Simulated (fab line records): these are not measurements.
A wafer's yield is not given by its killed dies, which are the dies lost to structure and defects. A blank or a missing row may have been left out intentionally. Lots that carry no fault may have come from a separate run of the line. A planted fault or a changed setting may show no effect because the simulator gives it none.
A struck lot beside a sound one + flow berkeley-cmos170 + 22 out of 331 route steps
Sound: wafers L171.1, L171.4, L171.6. Wafers L173.1, L173.3, L173.5 were the ones struck. Last of all comes the cause.
At each step with rows: each side's tool, then ch and its chambers, then its first start. Under that, the readings that differ: sound wafers + struck wafers + difference of the means + sigmas: that difference in standard deviations of wafers without a fault.
alike: readings with means less than 2 such deviations apart, plus words and numbers identical on both sides. not compared: withheld readings, readings lacking a value on some wafer, bounds such as >300 that could conceal the same value, and numbers that have no deviation in the record and whose values overlap.
The two part at a step that has a row with sigmas, a row that says differs or no value, or rows on one side only. Numbers that have no deviation but don't overlap get no sigmas and don't part them. Lack of a reading on every wafer of one side parts them only where that side has two or more wafers.

UCB170_NWELL_ETCH_13: etches Si3N4 in CH3F/Ar/O2, stops on SiO2, target depth 246.4 nm, time 154 s.
  sound on rie-diel-01 ch 1,2,3, day 4 05:22; struck on rie-diel-01 ch 0,1, day 4 16:03
  alike: drypump-motor-current-A, oes-product-au, throttle-valve-pct
  not compared: rf-hours-counter-h
following that, these wafers have no rows for 1 step: UCB170_NWELL_IMPLANT_14.
UCB170_NWELL_STRIP_15: strips in O2.
  sound on plasma-asher-01 ch 0,1, day 4 05:37; struck on plasma-asher-01 ch 0,1, day 4 16:18
  alike: drypump-motor-current-A, oes-product-au, strip-time-to-endpoint-s
  not compared: rf-hours-counter-h
UCB170_NWELL_TW_MEAS_16:
  struck on film-metro-02, day 4 16:24; sound on film-metro-03, day 4 05:43
  alike: NWELL_TW
then, 6 steps without rows for these wafers: UCB170_NWELL_CLEAN_17 (cleans in SPM, time 600 s); UCB170_NWELL_WET_ETCH_18 (etches Si3N4 in H3PO4, time 14400 s); UCB170_NWELL_WET_ETCH_19 (etches SiO2 in BOE, time 22 s); UCB170_PWELL_CLEAN_00 (cleans in SPM, time 600 s); UCB170_PWELL_CLEAN_01 (cleans in dHF, time 60 s); UCB170_PWELL_OXIDATION_02 (target thk 26.4 nm, ox time 1260 s).
UCB170_PWELL_THK_MEAS_03:
  struck on film-metro-01, day 5 01:14; sound on film-metro-03, day 4 17:32
  alike: PWELL_OXIDE_THK
then, 1 step without rows for these wafers: UCB170_PWELL_ANNEAL_04 (time 900 s).
UCB170_PWELL_CVD_05: deposits Si3N4 from SiH2Cl2/NH3, target thk 220 nm, time 3300 s.
  sound on lpcvd-01 ch 1, day 4 22:38; struck on lpcvd-01 ch 0, day 5 05:39
| reading                                 | sound             | struck          | difference | sigmas |
|-----------------------------------------|-------------------|-----------------|------------|--------|
| model.Si3N4_of_PWELL_CVD_05.thk-nm (nm) | 217.9 221.1 220.4 | 292.7 292.7 291 | +72.3      |        |
  alike: spike-tc-load-C
UCB170_PWELL_THK_MEAS_06:
  struck on film-metro-01, day 5 07:47; sound on film-metro-03, day 5 00:37
| reading                | sound             | struck            | difference | sigmas |
|------------------------|-------------------|-------------------|------------|--------|
| PWELL_NITRIDE_THK (nm) | 217.9 221.1 220.4 | 292.8 292.8 291.0 | +72.4      | +34    |
  not compared: hold
then, 5 steps without rows for these wafers: UCB170_PWELL_COAT_08 (resist thk 900 nm); UCB170_PWELL_SOFTBAKE_09 (time 60 s); UCB170_PWELL_EXPOSE_10 (exposes mask PWELL, target cd 3000 nm); UCB170_PWELL_PEB_11; UCB170_PWELL_DEVELOP_12 (develop time 45 s).
UCB170_PWELL_OVL_MEAS_13:
  struck on overlay-02, day 5 15:47; sound on overlay-02, day 5 02:41
| reading        | sound    | struck | difference | sigmas |
|----------------|----------|--------|------------|--------|
| PWELL_OVL (nm) | 14 12 16 | -3 2 0 | -14        | -2     |
UCB170_PWELL_ETCH_14: etches Si3N4 in CH3F/Ar/O2, stops on SiO2, target depth 242 nm, time 151 s.
  sound on rie-diel-03 ch 1,2,3, day 5 02:43; struck on rie-diel-03 ch 0,3, day 5 15:50
| reading                  | sound             | struck            | difference | sigmas |
|--------------------------|-------------------|-------------------|------------|--------|
| oes-product-au (a.u.)    | 0.943 0.947 0.919 | 0.968 0.993 1.002 | +0.051     | +4     |
| model.etch.depth-nm (nm) | 217.9 221.1 220.4 | 239.1 242.9 246.6 | +23.1      |        |
  alike: drypump-motor-current-A, throttle-valve-pct
  not compared: rf-hours-counter-h
following that, these wafers have no rows for 1 step: UCB170_PWELL_IMPLANT_15.

== WHERE THEY PART ==
First at UCB170_PWELL_THK_MEAS_06; last, within this record, at UCB170_PWELL_ETCH_14.

WHY: what the simulator had put in
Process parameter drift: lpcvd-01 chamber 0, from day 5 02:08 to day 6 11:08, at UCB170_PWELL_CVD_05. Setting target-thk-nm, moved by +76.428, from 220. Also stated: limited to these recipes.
